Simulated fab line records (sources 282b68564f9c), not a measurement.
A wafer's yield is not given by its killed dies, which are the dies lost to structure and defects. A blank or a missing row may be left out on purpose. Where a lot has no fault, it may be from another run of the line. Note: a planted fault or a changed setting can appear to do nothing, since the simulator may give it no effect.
fab line records | flow rit_cmos
record: lots: 16 | wafers: 48 | last_day: 7
route steps=202 shown ACTIVE@15 NLDD@106 PLDD@120 CONTACT@180
lots that met no fault: taken from a fault-free run of the same line
start_h: hours from the record's first day to the start of the lot's first wafer shown | wait_h: hours elapsed since this lot's preceding step | " as in the row above | L1.1+2: a row that stands for several wafers | - no value present, or no start provided | * or withheld: withheld | < > ~ a bound
route shown NAME@n: names a module that has steps shown in the file, with the first one's number in the route | usual: mean/standard deviation taken from wafers without a fault | same: alike in all rows | chamber/n: place in a boat | sites: readings site by site | _std_site: the standard deviation of these | _edge_site: mean of outer sites minus mean of inner sites | radius_mm: for every site, how far away it sits from the centre of the wafer | mask NAME#n: copy n | behind: the last tool/chamber to shape the wafer | hold: what put the lot on hold/how long, in hours/how the hold closed | device: names the non-switching transistor (n, p or np) | end of line: at the end of the route, the tests of the same wafers | a step given without rows: its recipe and nothing more | killed: not the wafer's yield, but the dies lost to structure and defects at the first sort | map: per-die view of a wafer (x killed, . not killed, _ where there is no die)
set.NAME: setting as actually run; set.NAME@STEP: the setting as run at that earlier step | model.NAME: the simulator's own value behind a step, which no gauge read
the route's steps for a sample of lots (tables are steps, rows are wafers)
services: a tool's chamber out of use, with start hour (start_h, from the record's first day; less than 0 if before it), hours out, and reason
== steps ==
step: RIT_ACTIVE_STRIP_14
recipe: chemistry: O2 | time_s: 180 | resist: NOVOLAK | platen_temp_c: withheld | power_w: 500 | pressure_mtorr: 4000 | o2_flow_sccm: 4000
usual: drypump_motor_current_A: 5.43/0.2
lot.wafer | tool            | chamber | start_h | wait_h | drypump_motor_current_A | rf_hours_counter_h
L765.1    | plasma_asher-01 | 0       | 15.65   | 0.1    | 5.50                    | 33
L765.3    | "               | 1       | "       | "      | 5.13                    | -
L765.4    | "               | 0       | "       | "      | 5.51                    | -
L766.1    | plasma_asher-01 | 0       | 22.64   | 0.1    | 5.55                    | 34
L766.2    | "               | 1       | "       | "      | 5.11                    | 34
L766.3    | "               | 1       | "       | "      | 5.14                    | -
L767.3    | plasma_asher-02 | 0       | 26.81   | 0.1    | 5.57                    | -
L767.5    | "               | 1       | "       | "      | 5.50                    | -
L767.6    | "               | 0       | "       | "      | 5.58                    | -
L768.1    | plasma_asher-01 | 1       | 33.82   | 0.1    | 5.14                    | 34
L768.2    | "               | 0       | "       | "      | 5.49                    | 34
L768.3    | "               | 1       | "       | "      | 5.17                    | -
L769.2    | plasma_asher-01 | 0       | 37.06   | 0.1    | 5.53                    | 35
L769.3    | "               | 1       | "       | "      | 5.12                    | -
L769.6    | "               | 1       | "       | "      | 5.13                    | -
L770.2    | plasma_asher-02 | 1       | 40.97   | 0.1    | 5.49                    | 39
L770.3    | "               | 1       | "       | "      | 5.48                    | -
L770.5    | "               | 1       | "       | "      | 5.48                    | -
L772.3    | plasma_asher-04 | 0       | 49.90   | 0.1    | 5.65                    | -
L772.4    | "               | 1       | "       | "      | 5.14                    | -
L772.6    | "               | 0       | "       | "      | 5.67                    | -
L773.1    | plasma_asher-01 | 0       | 55.05   | 0.1    | 5.52                    | 37
L773.3    | "               | 1       | "       | "      | 5.16                    | -
L773.5    | "               | 0       | "       | "      | 5.52                    | -
L774.1    | plasma_asher-04 | 0       | 62.26   | 0.1    | 5.62                    | 26
L774.4    | "               | 0       | "       | "      | 5.63                    | -
L774.6    | "               | 0       | "       | "      | 5.63                    | -
L775.2    | plasma_asher-02 | 1       | 65.88   | 0.1    | 5.50                    | 42
L775.3    | "               | 1       | "       | "      | 5.52                    | -
L775.4    | "               | 0       | "       | "      | 5.61                    | -
L776.1    | plasma_asher-04 | 0       | 72.47   | 0.1    | 5.63                    | 27
L776.3    | "               | 0       | "       | "      | 5.64                    | -
L776.5    | "               | 0       | "       | "      | 5.65                    | -
L777.2    | plasma_asher-02 | 0       | 76.17   | 0.1    | 5.59                    | 43
L777.4    | "               | 1       | "       | "      | 5.51                    | -
L777.6    | "               | 1       | "       | "      | 5.49                    | -
L778.2    | plasma_asher-02 | 1       | 81.66   | 0.1    | 5.50                    | 44
L778.3    | "               | 0       | "       | "      | 5.56                    | -
L778.6    | "               | 0       | "       | "      | 5.61                    | -
L781.1    | plasma_asher-04 | 0       | 94.97   | 0.1    | 5.61                    | 29
L781.4    | "               | 0       | "       | "      | 5.62                    | -
L781.5    | "               | 1       | "       | "      | 5.15                    | -
L782.4    | plasma_asher-02 | 1       | 101.08  | 0.1    | 5.51                    | -
L782.5    | "               | 1       | "       | "      | 5.49                    | -
L782.6    | "               | 0       | "       | "      | 5.57                    | -
L785.2    | plasma_asher-04 | 1       | 115.40  | 0.1    | 5.13                    | 32
L785.4    | "               | 0       | "       | "      | 5.64                    | -
L785.6    | "               | 1       | "       | "      | 5.15                    | -
step: RIT_NLDD_EXPOSE_03
recipe: mask_id: M7 | na: 0.57 | target_cd_nm: 40700 | dose_mj: 250
lot.wafer  | tool             | chamber | start_h | wait_h | mask
L765.1+3+4 | iline_stepper-01 | 0       | 53.61   | 0.2    | M7#0
L767.3+5+6 | iline_stepper-02 | 0       | 58.21   | 0.2    | M7#0
L766.1+2+3 | iline_stepper-01 | 0       | 58.42   | 0.5    | M7#0
L768.1+2+3 | iline_stepper-02 | 0       | 64.59   | 0.2    | M7#0
L769.2+3+6 | iline_stepper-01 | 0       | 68.35   | 0.2    | M7#0
L770.2+3+5 | iline_stepper-01 | 0       | 73.82   | 0.1    | M7#0
L772.3+4+6 | iline_stepper-01 | 0       | 82.92   | 0.2    | M7#0
L773.1+3+5 | iline_stepper-02 | 0       | 86.29   | 0.2    | M7#0
L775.2+3+4 | iline_stepper-02 | 0       | 95.91   | 0.1    | M7#0
L774.1+4+6 | iline_stepper-01 | 0       | 96.87   | 0.2    | M7#0
L776.1+3+5 | iline_stepper-01 | 0       | 101.29  | 0.1    | M7#0
L777.2+4+6 | iline_stepper-01 | 0       | 106.51  | 0.1    | M7#0
L778.2+3+6 | iline_stepper-01 | 0       | 111.21  | 0.1    | M7#0
L781.1+4+5 | iline_stepper-02 | 0       | 125.31  | 0.2    | M7#0
L782.4+5+6 | iline_stepper-02 | 0       | 127.21  | 0.1    | M7#0
L785.2+4+6 | iline_stepper-02 | 0       | 145.24  | 0.2    | M7#0
step: RIT_NLDD_OVL_MEAS_06
usual: NLDD_OVL: -0.4/1.7
lot.wafer | tool       | chamber | start_h | wait_h | NLDD_OVL[nm]
L765.1    | overlay-01 | -       | 54.20   | -      | 0.2
L765.3    | "          | -       | "       | "      | 1.2
L765.4    | "          | -       | "       | "      | 1.0
L767.3    | overlay-02 | -       | 58.59   | -      | -2.7
L767.5    | "          | -       | "       | "      | -2.7
L767.6    | "          | -       | "       | "      | -4.9
L766.1    | overlay-02 | -       | 58.82   | -      | 1.1
L766.2    | "          | -       | "       | "      | 1.3
L766.3    | "          | -       | "       | "      | 0.1
L768.1    | overlay-01 | -       | 64.99   | -      | 0.0
L768.2    | "          | -       | "       | "      | 1.9
L768.3    | "          | -       | "       | "      | 1.9
L769.2    | overlay-02 | -       | 68.74   | -      | -2.0
L769.3    | "          | -       | "       | "      | -1.6
L769.6    | "          | -       | "       | "      | -2.9
L770.2    | overlay-02 | -       | 74.21   | -      | -0.2
L770.3    | "          | -       | "       | "      | -0.9
L770.5    | "          | -       | "       | "      | -1.6
L772.3    | overlay-01 | -       | 83.31   | -      | -0.3
L772.4    | "          | -       | "       | "      | 0.0
L772.6    | "          | -       | "       | "      | -0.2
L773.1    | overlay-02 | -       | 86.69   | -      | -2.2
L773.3    | "          | -       | "       | "      | 0.0
L773.5    | "          | -       | "       | "      | -1.9
L775.2    | overlay-02 | -       | 96.30   | -      | 0.5
L775.3    | "          | -       | "       | "      | 0.8
L775.4    | "          | -       | "       | "      | -0.2
L774.1    | overlay-01 | -       | 97.27   | -      | -297.0
L774.4    | "          | -       | "       | "      | -297.9
L774.6    | "          | -       | "       | "      | -298.3
L776.1    | overlay-02 | -       | 101.69  | -      | -301.9
L776.3    | "          | -       | "       | "      | -302.8
L776.5    | "          | -       | "       | "      | -302.2
L777.2    | overlay-01 | -       | 106.90  | -      | -298.4
L777.4    | "          | -       | "       | "      | -298.8
L777.6    | "          | -       | "       | "      | -297.6
L778.2    | overlay-02 | -       | 111.61  | -      | -299.7
L778.3    | "          | -       | "       | "      | -300.2
L778.6    | "          | -       | "       | "      | -300.7
L781.1    | overlay-02 | -       | 125.71  | -      | -0.9
L781.4    | "          | -       | "       | "      | -0.7
L781.5    | "          | -       | "       | "      | -0.3
L782.4    | overlay-01 | -       | 127.62  | -      | -1.2
L782.5    | "          | -       | "       | "      | -1.9
L782.6    | "          | -       | "       | "      | -0.7
L785.2    | overlay-01 | -       | 145.63  | -      | 2.3
L785.4    | "          | -       | "       | "      | 2.0
L785.6    | "          | -       | "       | "      | 1.2
step: RIT_PLDD_OVL_MEAS_06
usual: PLDD_OVL: -0.2/1.2
lot.wafer | tool       | chamber | start_h | wait_h | PLDD_OVL[nm]
L765.1    | overlay-02 | -       | 55.75   | -      | -0.8
L765.3    | "          | -       | "       | "      | -0.3
L765.4    | "          | -       | "       | "      | -0.7
L767.3    | overlay-01 | -       | 60.13   | -      | 0.6
L767.5    | "          | -       | "       | "      | 0.1
L767.6    | "          | -       | "       | "      | -0.7
L766.1    | overlay-02 | -       | 60.35   | -      | -1.3
L766.2    | "          | -       | "       | "      | -1.8
L766.3    | "          | -       | "       | "      | -2.2
L768.1    | overlay-01 | -       | 66.58   | -      | 1.6
L768.2    | "          | -       | "       | "      | 0.2
L768.3    | "          | -       | "       | "      | -0.5
L769.2    | overlay-02 | -       | 70.28   | -      | -0.4
L769.3    | "          | -       | "       | "      | -0.9
L769.6    | "          | -       | "       | "      | -0.1
L770.2    | overlay-02 | -       | 75.63   | -      | 0.8
L770.3    | "          | -       | "       | "      | 0.7
L770.5    | "          | -       | "       | "      | 1.0
L772.3    | overlay-01 | -       | 84.90   | -      | -2.2
L772.4    | "          | -       | "       | "      | -1.6
L772.6    | "          | -       | "       | "      | -0.8
L773.1    | overlay-01 | -       | 88.24   | -      | -1.7
L773.3    | "          | -       | "       | "      | -2.7
L773.5    | "          | -       | "       | "      | -2.3
L775.2    | overlay-01 | -       | 97.72   | -      | -0.2
L775.3    | "          | -       | "       | "      | 0.1
L775.4    | "          | -       | "       | "      | 0.5
L774.1    | overlay-02 | -       | 98.82   | -      | 0.3
L774.4    | "          | -       | "       | "      | 0.4
L774.6    | "          | -       | "       | "      | -1.4
L776.1    | overlay-02 | -       | 103.11  | -      | 0.7
L776.3    | "          | -       | "       | "      | -1.4
L776.5    | "          | -       | "       | "      | -0.3
L777.2    | overlay-01 | -       | 108.56  | -      | 0.3
L777.4    | "          | -       | "       | "      | -0.3
L777.6    | "          | -       | "       | "      | 1.3
L778.2    | overlay-02 | -       | 113.19  | -      | -0.3
L778.3    | "          | -       | "       | "      | -1.0
L778.6    | "          | -       | "       | "      | -1.2
L781.1    | overlay-01 | -       | 127.14  | -      | 1.7
L781.4    | "          | -       | "       | "      | -0.5
L781.5    | "          | -       | "       | "      | 0.6
L782.4    | overlay-02 | -       | 129.04  | -      | 0.9
L782.5    | "          | -       | "       | "      | 1.0
L782.6    | "          | -       | "       | "      | 0.6
L785.2    | overlay-01 | -       | 147.17  | -      | 2.5
L785.4    | "          | -       | "       | "      | 1.3
L785.6    | "          | -       | "       | "      | 2.7
step: RIT_CONTACT_STRIP_12
recipe: chemistry: O2 | time_s: 180 | resist: NOVOLAK | platen_temp_c: withheld | power_w: 500 | pressure_mtorr: 4000 | o2_flow_sccm: 4000
usual: drypump_motor_current_A: 5.7/0.55
lot.wafer | tool            | chamber | start_h | wait_h | drypump_motor_current_A | rf_hours_counter_h
L765.1    | plasma_asher-03 | 0       | 65.34   | 0.1    | 5.9                     | 44
L765.3    | "               | 0       | "       | "      | 5.9                     | -
L765.4    | "               | 1       | "       | "      | 6.7                     | -
L767.3    | plasma_asher-03 | 1       | 69.35   | 0.2    | 6.7                     | -
L767.5    | "               | 0       | "       | "      | 5.9                     | -
L767.6    | "               | 1       | "       | "      | 6.7                     | -
L766.1    | plasma_asher-01 | 1       | 71.21   | 0.1    | 5.1                     | 38
L766.2    | "               | 0       | "       | "      | 5.5                     | 38
L766.3    | "               | 0       | "       | "      | 5.5                     | -
L768.1    | plasma_asher-04 | 1       | 76.16   | 0.1    | 5.1                     | 27
L768.2    | "               | 0       | "       | "      | 5.6                     | 27
L768.3    | "               | 0       | "       | "      | 5.6                     | -
L769.2    | plasma_asher-03 | 0       | 80.70   | 0.1    | 5.9                     | 46
L769.3    | "               | 0       | "       | "      | 5.9                     | -
L769.6    | "               | 0       | "       | "      | 5.9                     | -
L770.2    | plasma_asher-03 | 1       | 85.91   | 0.1    | 6.7                     | 46
L770.3    | "               | 1       | "       | "      | 6.7                     | -
L770.5    | "               | 1       | "       | "      | 6.7                     | -
L772.3    | plasma_asher-03 | 1       | 93.91   | 0.2    | 6.7                     | -
L772.4    | "               | 0       | "       | "      | 5.9                     | -
L772.6    | "               | 1       | "       | "      | 6.7                     | -
L773.1    | plasma_asher-01 | 1       | 98.74   | 0.1    | 5.2                     | 41
L773.3    | "               | 0       | "       | "      | 5.5                     | -
L773.5    | "               | 0       | "       | "      | 5.5                     | -
L775.2    | plasma_asher-04 | 0       | 107.06  | 0.1    | 5.6                     | 31
L775.3    | "               | 1       | "       | "      | 5.1                     | -
L775.4    | "               | 0       | "       | "      | 5.7                     | -
L774.1    | plasma_asher-01 | 1       | 109.31  | 0.1    | 5.1                     | 43
L774.4    | "               | 1       | "       | "      | 5.1                     | -
L774.6    | "               | 1       | "       | "      | 5.1                     | -
L776.1    | plasma_asher-04 | 0       | 112.79  | 0.1    | 5.7                     | 31
L776.3    | "               | 0       | "       | "      | 5.7                     | -
L776.5    | "               | 1       | "       | "      | 5.1                     | -
L777.2    | plasma_asher-03 | 0       | 117.82  | 0.1    | 5.9                     | 0
L777.4    | "               | 0       | "       | "      | 5.9                     | -
L777.6    | "               | 0       | "       | "      | 5.9                     | -
L778.2    | plasma_asher-04 | 0       | 122.66  | 0.1    | 5.6                     | 32
L778.3    | "               | 0       | "       | "      | 5.6                     | -
L778.6    | "               | 1       | "       | "      | 5.2                     | -
L781.1    | plasma_asher-03 | 1       | 136.19  | 0.1    | 6.7                     | 2
L781.4    | "               | 1       | "       | "      | 6.7                     | -
L781.5    | "               | 0       | "       | "      | 5.9                     | -
L782.4    | plasma_asher-04 | 0       | 138.18  | 0.1    | 5.7                     | -
L782.5    | "               | 0       | "       | "      | 5.7                     | -
L782.6    | "               | 1       | "       | "      | 5.1                     | -
L785.2    | plasma_asher-01 | 0       | 156.47  | 0.1    | 5.5                     | 48
L785.4    | "               | 1       | "       | "      | 5.1                     | -
L785.6    | "               | 0       | "       | "      | 5.5                     | -
== services ==
tool             | chamber | start_h | hours | kind
iline_stepper-02 | -       | 8.24    | 1.7   | pm
iline_stepper-02 | -       | 16.33   | 1.4   | repair
plasma_asher-04  | -       | 73.26   | 1.3   | repair
iline_stepper-01 | -       | 75.29   | 1.7   | pm
plasma_asher-03  | -       | 108.75  | 9.0   | pm
plasma_asher-03  | 0       | 108.75  | 9.0   | vent_cycle
plasma_asher-03  | 1       | 108.75  | 9.0   | vent_cycle
plasma_asher-03  | 0       | 117.75  | -     | clean
plasma_asher-03  | 1       | 117.75  | -     | clean
iline_stepper-01 | -       | 129.59  | 2.1   | pm
plasma_asher-04  | -       | 131.30  | 3.8   | repair
iline_stepper-01 | -       | 131.68  | -     | consumable_replace:lamp
plasma_asher-02  | -       | 153.93  | 14.6  | pm
== key ==
first_sign: step: RIT_NLDD_OVL_MEAS_06 | reading: NLDD_OVL | direction: down | sigmas: 99+ | usual: -0.4 | struck: -299.6
effect none on later readings
met_at RIT_NLDD_EXPOSE_03
struck_lots L774,L776,L777,L778
tester_left_out L774,L776,L777,L778
not_acting_at RIT_ACTIVE_STRIP_14,RIT_PLDD_OVL_MEAS_06,RIT_CONTACT_STRIP_12
onset_between 82.92 96.87
fault: kind: scanner_matching_overlay | tool: iline_stepper-01 | chamber: - | onset_h: 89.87 | steps: RIT_NLDD_EXPOSE_03 | offset: -300
tester_left_out: of these lots the tester's yield and bins aren't shown, on N5 and GAA mostly nor the transistor test; their killed dies are dies lost to structure and defects alone, not to doping, threshold or leakage, so they don't give the yield
